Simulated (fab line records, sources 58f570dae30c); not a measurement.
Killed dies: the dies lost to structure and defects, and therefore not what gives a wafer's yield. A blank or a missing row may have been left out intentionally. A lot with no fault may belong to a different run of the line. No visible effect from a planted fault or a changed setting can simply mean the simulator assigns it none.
Which tool is to blame? -- flow berkeley cmos170 -- 14 lots, 42 wafers sampled, at 3 steps of a route of 331

== WHAT EACH GAUGE READ, for each wafer ==
UCB170_PWELL_OVL_MEAS_13.
lot,measured,on,PWELL_OVL (nm)
L214,day 3 10:25,overlay-01,0 0 0
L213,day 3 10:41,overlay-02,-3 3 -2
L216,day 3 19:29,overlay-01,-5 0 4
L218,day 4 05:55,overlay-02,-12 4 -6
L220,day 5 05:29,overlay-02,-2 3 -3
L221,day 5 05:46,overlay-01,-7 -2 -1
L222,day 5 06:03,overlay-01,-5 6 10
L223,day 5 14:25,overlay-01,-2 7 8
L229,day 6 19:46,overlay-01,-9 -5 -2
L228,day 6 20:28,overlay-02,-1 0 -1
L230,day 6 20:31,overlay-01,-1 -4 4
L233,day 7 15:00,overlay-02,1 2 -2
L235,day 7 22:40,overlay-02,-7 -4 1
L236,day 8 05:56,overlay-01,-1 1 5

UCB170_NVT_TW_MEAS_09.
lot,measured,on,NVT_TW
L214,day 6 16:50,film metro-01,515 512 513
L213,day 6 18:09,film metro-04,525 526 523
L216,day 7 01:27,film metro-04,528 528 527
L218,day 7 11:33,film metro-03,518 518 520
L220,day 8 13:43,film metro-01,516 516 519
L221,day 8 13:35,film metro-04,525 522 525
L222,day 8 13:28,film metro-03,521 517 516
L223,day 8 21:07,film metro-01,519 517 519
L229,day 9 23:45,film metro-04,521 522 523
L228,day 9 23:59,film metro-04,521 529 528
L230,day 9 23:31,film metro-01,516 514 514
L233,day 11 00:19,film metro-03,518 517 519
L235,day 11 07:19,film metro-01,518 514 520
L236,day 11 18:50,film metro-04,526 526 528

== WHAT TOOL EACH LOT RAN ON (gives the tool, then ch and the chambers of the sampled wafers, and finally the start) ==
lot,UCB170_PFIELD_STRIP_08
L214,"plasma asher-04 ch 0,1, day 5 03:44"
L213,"plasma asher-04 ch 0,1, day 5 03:25"
L216,"plasma asher-01 ch 0,1, day 5 12:19"
L218,"plasma asher-02 ch 0,1, day 5 17:35"
L220,"plasma asher-04 ch 0,1, day 7 00:45"
L221,"plasma asher-02 ch 0,1, day 7 00:59"
L222,"plasma asher-01 ch 0,1, day 7 00:47"
L223,"plasma asher-02 ch 0,1, day 7 09:13"
L229,"plasma asher-02 ch 0,1, day 8 08:25"
L228,"plasma asher-01 ch 0,1, day 8 09:57"
L230,"plasma asher-04 ch 0, day 8 10:09"
L233,"plasma asher-02 ch 0,1, day 9 05:41"
L235,"plasma asher-01 ch 0,1, day 9 15:12"
L236,"plasma asher-02 ch 0,1, day 10 03:39"
- UCB170_PFIELD_STRIP_08: strips in O2.

== WHAT THE TOOLS THEMSELVES READ (means of the sampled wafers that have a number; where no wafer has one, the mark that the record gives instead) ==
UCB170_PFIELD_STRIP_08.
lot,tool,drypump motor current A (A),oes product au (a.u.),strip time to endpoint s (s)
L214,plasma asher-04,5.6,0.737,21.65
L213,plasma asher-04,5.8,0.731,21.58
L216,plasma asher-01,5.8,0.729,21.54
L218,plasma asher-02,5.7,0.732,21.63
L220,plasma asher-04,5.8,0.733,21.54
L221,plasma asher-02,5.7,0.733,21.60
L222,plasma asher-01,5.6,0.732,21.69
L223,plasma asher-02,5.7,0.733,21.67
L229,plasma asher-02,5.5,0.739,21.59
L228,plasma asher-01,5.6,0.738,21.56
L230,plasma asher-04,5.4,0.734,21.57
L233,plasma asher-02,5.7,0.736,21.60
L235,plasma asher-01,5.8,0.733,21.60
L236,plasma asher-02,5.5,0.732,21.61

== THE ANSWER, worked out from the rows above alone ==
Rule: usual is defined by the lots themselves. The widest of any qualifying gaps counts: lots, ordered by their means at a reading, are off when they make up no more than a third of the lots, leave a main group of 4 or more, and stand apart from it by 3 or more times the standard deviation of that group's means. Not used: any main group whose means are identical at the precision the tables above print for the reading. A lot without any number at a reading at which 4 lots or more have one is off too. Any other lot the step has rows for is counted as sound. Order of review: gauges by route order, followed by the tools' own readings, for which a lot's mean as printed above is used. At the first step where some lot is off, the reading lying furthest off is the one used; lots without a number count as furthest.
No lot is off on any of the readings shown, so nothing can be concluded from this.

== WHAT HAD BEEN PUT IN BY THE SIMULATOR ==
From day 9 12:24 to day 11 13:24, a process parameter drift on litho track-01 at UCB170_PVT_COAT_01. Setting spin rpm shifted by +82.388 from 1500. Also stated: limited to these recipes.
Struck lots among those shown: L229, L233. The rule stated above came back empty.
